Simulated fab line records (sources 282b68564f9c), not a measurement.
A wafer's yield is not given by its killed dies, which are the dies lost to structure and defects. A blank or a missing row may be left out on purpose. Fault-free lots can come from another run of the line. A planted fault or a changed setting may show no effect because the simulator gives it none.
Check of tool commonality / flow rit cmos / 14 lots and 42 wafers in the sample

== WHY THIS WAS OPENED ==
2 of 14 lots carry a flag on the reading NSD_TW at RIT_NSD_TW_MEAS_10. Fault-free wafers read 3105, with a standard deviation of 18.
Rule: flag the lot when none of its wafers has a number, or when each of its wafers that has one lies beyond 4 standard deviations from that mean. The rest of the lots are taken to be sound.

lot=L151; measured=day 3 02:12; on=film metro-01; NSD_TW, wafer by wafer=3101 3102 3105; flag=
lot=L152; measured=day 3 09:07; on=film metro-02; NSD_TW, wafer by wafer=3116 3110 3105; flag=
lot=L153; measured=day 3 15:03; on=film metro-04; NSD_TW, wafer by wafer=3089 3099 3092; flag=
lot=L154; measured=day 3 17:25; on=film metro-02; NSD_TW, wafer by wafer=3130 3112 3120; flag=
lot=L155; measured=day 3 22:02; on=film metro-01; NSD_TW, wafer by wafer=3130 3116 3136; flag=
lot=L161; measured=day 5 05:41; on=film metro-02; NSD_TW, wafer by wafer=30 30 30; flag=FLAGGED
lot=L162; measured=day 5 20:53; on=film metro-02; NSD_TW, wafer by wafer=30 30 30; flag=FLAGGED
lot=L166; measured=day 6 18:44; on=film metro-01; NSD_TW, wafer by wafer=3115 3104 3103; flag=
lot=L167; measured=day 7 00:35; on=film metro-01; NSD_TW, wafer by wafer=3090 3087 3082; flag=
lot=L169; measured=day 7 11:36; on=film metro-01; NSD_TW, wafer by wafer=3087 3080 3099; flag=
lot=L170; measured=day 7 18:04; on=film metro-01; NSD_TW, wafer by wafer=3104 3090 3079; flag=
lot=L171; measured=day 7 18:07; on=film metro-01; NSD_TW, wafer by wafer=3091 3087 3105; flag=
lot=L174; measured=day 8 00:06; on=film metro-04; NSD_TW, wafer by wafer=3071 3089 3089; flag=
lot=L173; measured=day 8 02:00; on=film metro-02; NSD_TW, wafer by wafer=3115 3111 3106; flag=
Flagged lots average 30: -3075 relative to the usual, that is -99 or more standard deviations.

== LOT BY LOT: THE TOOL USED ==
The record holds 1 process step before the reading, out of a route of 202 steps. Cell contents, in order: the tool; ch with the chambers the sampled wafers went through; the start.
lot=L151; flag=; RIT_NSD_DEVELOP_05=litho track-02 ch 0, day 3 01:00
lot=L152; flag=; RIT_NSD_DEVELOP_05=litho track-03 ch 0, day 3 08:00
lot=L153; flag=; RIT_NSD_DEVELOP_05=litho track-02 ch 0, day 3 14:00
lot=L154; flag=; RIT_NSD_DEVELOP_05=litho track-04 ch 0, day 3 16:00
lot=L155; flag=; RIT_NSD_DEVELOP_05=litho track-03 ch 0, day 3 21:00
lot=L161; flag=FLAGGED; RIT_NSD_DEVELOP_05=litho track-03 ch 0, day 5 05:00
lot=L162; flag=FLAGGED; RIT_NSD_DEVELOP_05=litho track-03 ch 0, day 5 20:00
lot=L166; flag=; RIT_NSD_DEVELOP_05=litho track-04 ch 0, day 6 17:00
lot=L167; flag=; RIT_NSD_DEVELOP_05=litho track-04 ch 0, day 6 23:00
lot=L169; flag=; RIT_NSD_DEVELOP_05=litho track-04 ch 0, day 7 10:00
lot=L170; flag=; RIT_NSD_DEVELOP_05=litho track-04 ch 0, day 7 17:00
lot=L171; flag=; RIT_NSD_DEVELOP_05=litho track-02 ch 0, day 7 17:00
lot=L174; flag=; RIT_NSD_DEVELOP_05=litho track-02 ch 0, day 7 23:00
lot=L173; flag=; RIT_NSD_DEVELOP_05=litho track-04 ch 0, day 8 01:00
What these steps do:
- RIT_NSD_DEVELOP_05: develop time 50 s.
- RIT_NSD_TW_MEAS_10

== FLAGGED AGAINST TOTAL, ONE TOOL AT A TIME (gauges that did the reading follow at the end) ==
step=RIT_NSD_DEVELOP_05; tool=litho track-02; lots run=4; flagged=0; share of the flagged lots=none; sound lots run after its first flagged lot=-
step=RIT_NSD_DEVELOP_05; tool=litho track-03; lots run=4; flagged=2; share of the flagged lots=all; sound lots run after its first flagged lot=0
step=RIT_NSD_DEVELOP_05; tool=litho track-04; lots run=6; flagged=0; share of the flagged lots=none; sound lots run after its first flagged lot=-
step=RIT_NSD_TW_MEAS_10; tool=film metro-01; lots run=7; flagged=0; share of the flagged lots=none; sound lots run after its first flagged lot=-
step=RIT_NSD_TW_MEAS_10; tool=film metro-02; lots run=5; flagged=2; share of the flagged lots=all; sound lots run after its first flagged lot=1 (L173)
step=RIT_NSD_TW_MEAS_10; tool=film metro-04; lots run=2; flagged=0; share of the flagged lots=none; sound lots run after its first flagged lot=-

== WHAT THE TABLE ALLOWS ==
Every flagged lot went through 2 rows of the table: litho track-03 at RIT_NSD_DEVELOP_05 and film metro-02 at RIT_NSD_TW_MEAS_10.
- litho track-03 at RIT_NSD_DEVELOP_05 ran 4 lots, 2 of them flagged. It ran its last sound lot, L155, at day 3 21:00 and its first flagged lot, L161, at day 5 05:00: a fault with its onset between the two fits.
- film metro-02 at RIT_NSD_TW_MEAS_10 ran 5 lots, 2 of them flagged. Lots that were sound ran on it after the first flagged one (L173); a persistent fault on the entire tool would not allow that.
One tool is left: litho track-03 at RIT_NSD_DEVELOP_05.

== WHAT HAD BEEN PUT IN BY THE SIMULATOR ==
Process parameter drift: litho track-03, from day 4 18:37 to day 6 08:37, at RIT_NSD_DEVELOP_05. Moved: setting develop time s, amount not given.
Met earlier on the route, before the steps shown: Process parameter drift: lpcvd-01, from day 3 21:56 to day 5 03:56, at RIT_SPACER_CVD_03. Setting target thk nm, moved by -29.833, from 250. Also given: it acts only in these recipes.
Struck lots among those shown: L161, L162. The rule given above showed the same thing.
